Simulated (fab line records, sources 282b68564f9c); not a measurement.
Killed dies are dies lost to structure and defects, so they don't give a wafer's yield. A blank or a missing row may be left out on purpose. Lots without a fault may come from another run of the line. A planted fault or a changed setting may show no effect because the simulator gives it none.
Which tool did it? | flow rit_cmos | 7 lots, 21 wafers sampled, at 2 steps of a route of 202

WHAT THE GAUGES READ, wafer by wafer
RIT_CONTACT_CD_MEAS_08: target cd 1000 nm.
lot  | measured    | on        | cd_nm (nm)
L330 | day 3 13:02 | cd_sem-02 | 1001.0 999.4 1004.9
L332 | day 3 19:22 | cd_sem-02 | 999.7 999.0 1001.3
L336 | day 4 20:47 | cd_sem-01 | 996.7 999.0 999.8
L343 | day 6 07:56 | cd_sem-01 | 1000.2 997.1 1000.7
L348 | day 7 05:23 | cd_sem-02 | 1000.2 1000.1 1000.7
L350 | day 7 16:23 | cd_sem-02 | 1001.2 999.9 1002.0
L352 | day 8 03:16 | cd_sem-02 | 1001.6 999.0 998.5

WHICH TOOL RAN EACH LOT (tool, then ch and the chambers of the sampled wafers, then the start)
lot  | RIT_CONTACT_DEVELOP_07
L330 | litho_track-02 ch 0, day 3 12:00
L332 | litho_track-02 ch 0, day 3 19:00
L336 | litho_track-03 ch 0, day 4 20:00
L343 | litho_track-03 ch 0, day 6 07:00
L348 | litho_track-02 ch 0, day 7 05:00
L350 | litho_track-02 ch 0, day 7 16:00
L352 | litho_track-01 ch 0, day 8 03:00
- RIT_CONTACT_DEVELOP_07: develop time 120 s.

THE ANSWER, worked out from the rows above alone
Rule: what is usual is taken from the lots themselves. Put in order of their means at a reading, lots are off if they are a third of the lots or fewer, leave a main group of 4 or more, and stand apart from it by a gap of 3 or more times the standard deviation of the main group's means; of several such gaps the widest counts. A main group whose means are all the same, to the digits that the tables above print for the reading, isn't used. A lot without any number at a reading at which 4 lots or more have one is off too. The other lots that the step has rows for count as sound.
No lot is off at any reading shown: from this, nothing can be told.

WHAT THE SIMULATOR HAD PUT IN
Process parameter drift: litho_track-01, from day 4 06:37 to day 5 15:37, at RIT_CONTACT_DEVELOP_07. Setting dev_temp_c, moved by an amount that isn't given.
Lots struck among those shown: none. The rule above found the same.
